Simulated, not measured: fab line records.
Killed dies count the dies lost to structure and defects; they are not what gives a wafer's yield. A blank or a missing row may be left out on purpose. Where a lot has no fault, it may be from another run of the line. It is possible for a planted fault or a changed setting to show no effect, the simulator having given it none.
Which tool was responsible? :: flow berkeleyCmos170 :: 14 lots with 42 wafers sampled at 4 steps, on a route of 331 steps

WHAT THE GAUGES SHOWED, per wafer
UCB170_ACTIVE_CD_MEAS_90: the cd target is 1200 nm.
lot: L963
measured: day 4 01:43
on: cdSem-02
cdNm (nm): 1200.1 1200.4 1200.3

lot: L966
measured: day 4 23:28
on: cdSem-01
cdNm (nm): 1201.3 1200.5 1202.0

lot: L968
measured: day 5 11:37
on: cdSem-02
cdNm (nm): 1200.5 1200.0 1200.4

lot: L969
measured: day 5 11:53
on: cdSem-01
cdNm (nm): 1198.5 1199.0 1197.6

lot: L975
measured: day 6 14:31
on: cdSem-02
cdNm (nm): 1200.7 1201.9 1202.8

lot: L972
measured: day 6 14:37
on: cdSem-02
cdNm (nm): 1199.3 1198.7 1197.4

lot: L974
measured: day 6 14:44
on: cdSem-02
cdNm (nm): 1198.5 1195.3 1196.0

lot: L977
measured: day 7 00:56
on: cdSem-01
cdNm (nm): 1198.4 1198.8 1198.4

lot: L976
measured: day 7 01:10
on: cdSem-02
cdNm (nm): 1200.9 1199.8 1199.7

lot: L978
measured: day 7 09:16
on: cdSem-02
cdNm (nm): 1198.2 1200.0 1199.5

lot: L979
measured: day 7 12:40
on: cdSem-01
cdNm (nm): 1201.1 1201.3 1199.2

lot: L981
measured: day 7 22:39
on: cdSem-01
cdNm (nm): 1200.2 1199.9 1200.9

lot: L984
measured: day 8 19:28
on: cdSem-01
cdNm (nm): 1200.1 1200.9 1198.8

lot: L986
measured: day 9 01:38
on: cdSem-01
cdNm (nm): 1202.0 1202.8 1202.6

UCB170_SILICIDE_RS_MEAS_02: a four-point-probe measurement.
lot: L963
measured: day 6 06:34
on: filmMetro-03
SILICIDE_TI_RS (ohm/sq): 26.6 26.0 26.1

lot: L966
measured: day 7 09:34
on: filmMetro-02
SILICIDE_TI_RS (ohm/sq): 25.1 25.4 25.9

lot: L968
measured: day 7 22:01
on: filmMetro-02
SILICIDE_TI_RS (ohm/sq): 26.7 26.7 26.3

lot: L969
measured: day 7 22:15
on: filmMetro-02
SILICIDE_TI_RS (ohm/sq): 25.7 25.8 25.6

lot: L975
measured: day 9 07:59
on: filmMetro-03
SILICIDE_TI_RS (ohm/sq): 25.8 25.3 25.2

lot: L972
measured: day 9 07:16
on: filmMetro-03
SILICIDE_TI_RS (ohm/sq): 25.6 25.7 25.8

lot: L974
measured: day 9 12:38
on: filmMetro-02
SILICIDE_TI_RS (ohm/sq): 26.0 26.3 26.0

lot: L977
measured: day 9 21:21
on: filmMetro-02
SILICIDE_TI_RS (ohm/sq): 26.0 26.1 25.7

lot: L976
measured: day 9 20:44
on: filmMetro-03
SILICIDE_TI_RS (ohm/sq): 26.1 26.6 25.9

lot: L978
measured: day 10 05:50
on: filmMetro-02
SILICIDE_TI_RS (ohm/sq): 26.4 25.9 25.9

lot: L979
measured: day 10 06:05
on: filmMetro-03
SILICIDE_TI_RS (ohm/sq): 25.5 25.2 25.6

lot: L981
measured: day 10 13:40
on: filmMetro-04
SILICIDE_TI_RS (ohm/sq): 21.6 21.7 21.8

lot: L984
measured: day 11 13:17
on: filmMetro-04
SILICIDE_TI_RS (ohm/sq): 21.8 21.8 21.8

lot: L986
measured: day 11 14:13
on: filmMetro-02
SILICIDE_TI_RS (ohm/sq): 25.5 25.5 25.6

UCB170_SILICIDE_THK_MEAS_03: measures by xrf.
lot: L963
measured: day 6 06:41
on: filmMetro-03
SILICIDE_TI_THK (nm): 29.3 30.0 29.7

lot: L966
measured: day 7 09:41
on: filmMetro-02
SILICIDE_TI_THK (nm): 31.1 31.0 30.4

lot: L968
measured: day 7 22:08
on: filmMetro-02
SILICIDE_TI_THK (nm): 29.6 29.6 30.1

lot: L969
measured: day 7 22:22
on: filmMetro-02
SILICIDE_TI_THK (nm): 30.6 30.5 30.6

lot: L975
measured: day 9 08:06
on: filmMetro-03
SILICIDE_TI_THK (nm): 30.4 30.6 30.7

lot: L972
measured: day 9 07:23
on: filmMetro-03
SILICIDE_TI_THK (nm): 30.5 30.3 30.2

lot: L974
measured: day 9 12:46
on: filmMetro-02
SILICIDE_TI_THK (nm): 30.4 30.1 30.3

lot: L977
measured: day 9 21:27
on: filmMetro-02
SILICIDE_TI_THK (nm): 30.4 30.1 30.6

lot: L976
measured: day 9 20:51
on: filmMetro-03
SILICIDE_TI_THK (nm): 29.8 29.5 30.0

lot: L978
measured: day 10 05:57
on: filmMetro-02
SILICIDE_TI_THK (nm): 29.9 30.4 30.5

lot: L979
measured: day 10 06:10
on: filmMetro-03
SILICIDE_TI_THK (nm): 30.4 30.8 30.3

lot: L981
measured: day 10 13:47
on: filmMetro-04
SILICIDE_TI_THK (nm): 35.2 34.8 34.8

lot: L984
measured: day 11 13:24
on: filmMetro-04
SILICIDE_TI_THK (nm): 35.0 35.0 35.0

lot: L986
measured: day 11 14:19
on: filmMetro-02
SILICIDE_TI_THK (nm): 30.9 31.1 31.0

WHAT TOOL EACH LOT RAN ON (gives the tool, then ch and the chambers of the sampled wafers, and finally the start)
lot: L963
UCB170_SILICIDE_SPUTTER_01: pvdSputter-03, day 6 06:32

lot: L966
UCB170_SILICIDE_SPUTTER_01: pvdSputter-01, day 7 09:32

lot: L968
UCB170_SILICIDE_SPUTTER_01: pvdSputter-03, day 7 21:58

lot: L969
UCB170_SILICIDE_SPUTTER_01: pvdSputter-02, day 7 22:12

lot: L975
UCB170_SILICIDE_SPUTTER_01: pvdSputter-02, day 9 07:56

lot: L972
UCB170_SILICIDE_SPUTTER_01: pvdSputter-01, day 9 07:14

lot: L974
UCB170_SILICIDE_SPUTTER_01: pvdSputter-01, day 9 12:37

lot: L977
UCB170_SILICIDE_SPUTTER_01: pvdSputter-02, day 9 21:17

lot: L976
UCB170_SILICIDE_SPUTTER_01: pvdSputter-03, day 9 20:41

lot: L978
UCB170_SILICIDE_SPUTTER_01: pvdSputter-02, day 10 05:47

lot: L979
UCB170_SILICIDE_SPUTTER_01: pvdSputter-01, day 10 05:59

lot: L981
UCB170_SILICIDE_SPUTTER_01: pvdSputter-01, day 10 13:38

lot: L984
UCB170_SILICIDE_SPUTTER_01: pvdSputter-01, day 11 13:14

lot: L986
UCB170_SILICIDE_SPUTTER_01: pvdSputter-03, day 11 14:09
- UCB170_SILICIDE_SPUTTER_01: material Ti, target thk 30 nm, time 25 s.

WHAT THE TOOLS THEMSELVES READ (means of the sampled wafers that have a number; where no wafer has one, the mark that the record gives instead)
UCB170_SILICIDE_SPUTTER_01.
lot: L963
tool: pvdSputter-03
cathodeDcPowerW (W): 1500.3
throttleValvePct (%): 29.7

lot: L966
tool: pvdSputter-01
cathodeDcPowerW (W): 1499.8
throttleValvePct (%): 29.4

lot: L968
tool: pvdSputter-03
cathodeDcPowerW (W): 1499.9
throttleValvePct (%): 28.9

lot: L969
tool: pvdSputter-02
cathodeDcPowerW (W): 1500.0
throttleValvePct (%): 30.4

lot: L975
tool: pvdSputter-02
cathodeDcPowerW (W): 1499.8
throttleValvePct (%): 30.4

lot: L972
tool: pvdSputter-01
cathodeDcPowerW (W): 1500.0
throttleValvePct (%): 28.7

lot: L974
tool: pvdSputter-01
cathodeDcPowerW (W): 1499.9
throttleValvePct (%): 29.7

lot: L977
tool: pvdSputter-02
cathodeDcPowerW (W): 1499.8
throttleValvePct (%): 30.5

lot: L976
tool: pvdSputter-03
cathodeDcPowerW (W): 1499.7
throttleValvePct (%): 30.1

lot: L978
tool: pvdSputter-02
cathodeDcPowerW (W): 1500.0
throttleValvePct (%): 30.6

lot: L979
tool: pvdSputter-01
cathodeDcPowerW (W): 1500.1
throttleValvePct (%): 29.7

lot: L981
tool: pvdSputter-01
cathodeDcPowerW (W): 1751.4
throttleValvePct (%): 29.2

lot: L984
tool: pvdSputter-01
cathodeDcPowerW (W): 1750.9
throttleValvePct (%): 29.8

lot: L986
tool: pvdSputter-03
cathodeDcPowerW (W): 1500.1
throttleValvePct (%): 30.7

THE ANSWER, worked out from the rows above alone
Rule: the usual values come from the lots themselves. The widest of any qualifying gaps counts: lots, ordered by their means at a reading, are off when they make up no more than a third of the lots, leave a main group of 4 or more, and stand apart from it by 3 or more times the standard deviation of that group's means. A main group is skipped when, at the precision printed for the reading in the tables above, its means are all equal. A lot without any number at a reading at which 4 lots or more have one is off too. The other lots that the step has rows for count as sound. First the gauges in route order, then the tools' own readings, where a lot's mean is used as printed above. At the first step where some lot is off, the reading lying furthest off is the one used; lots without a number count as furthest.
Off: L981, L984, seen at UCB170_SILICIDE_RS_MEAS_02 (SILICIDE_TI_RS). Main group: mean 25.9 ohm/sq, sd 0.36.
A tool fits if, at a process step before that reading, it ran every lot that is off, and no sound lot after the first of them. Not tried: the gauges at UCB170_SILICIDE_RS_MEAS_02; whatever is off there is also off at UCB170_SILICIDE_SPUTTER_01, on other tools, and gauge error can't account for it. One fits: pvdSputter-01 at UCB170_SILICIDE_SPUTTER_01. A fault onset in the window from L979 (day 10 05:59, its last sound lot) to L981 (day 10 13:38, its first lot off) fits.
The tool's own readings at UCB170_SILICIDE_SPUTTER_01 bear it out: on the lots that are off they differ by more than 5 times the standard deviation of the sound lots' means. cathodeDcPowerW reads 1751.2 W there against 1500.0 W on the sound lots.

WHAT THE SIMULATOR PUT IN
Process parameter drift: pvdSputter-01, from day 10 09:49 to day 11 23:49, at UCB170_SILICIDE_SPUTTER_01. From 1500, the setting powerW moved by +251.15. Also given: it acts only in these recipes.
Shown lots that were struck: L981, L984. The rule above reached the same finding.
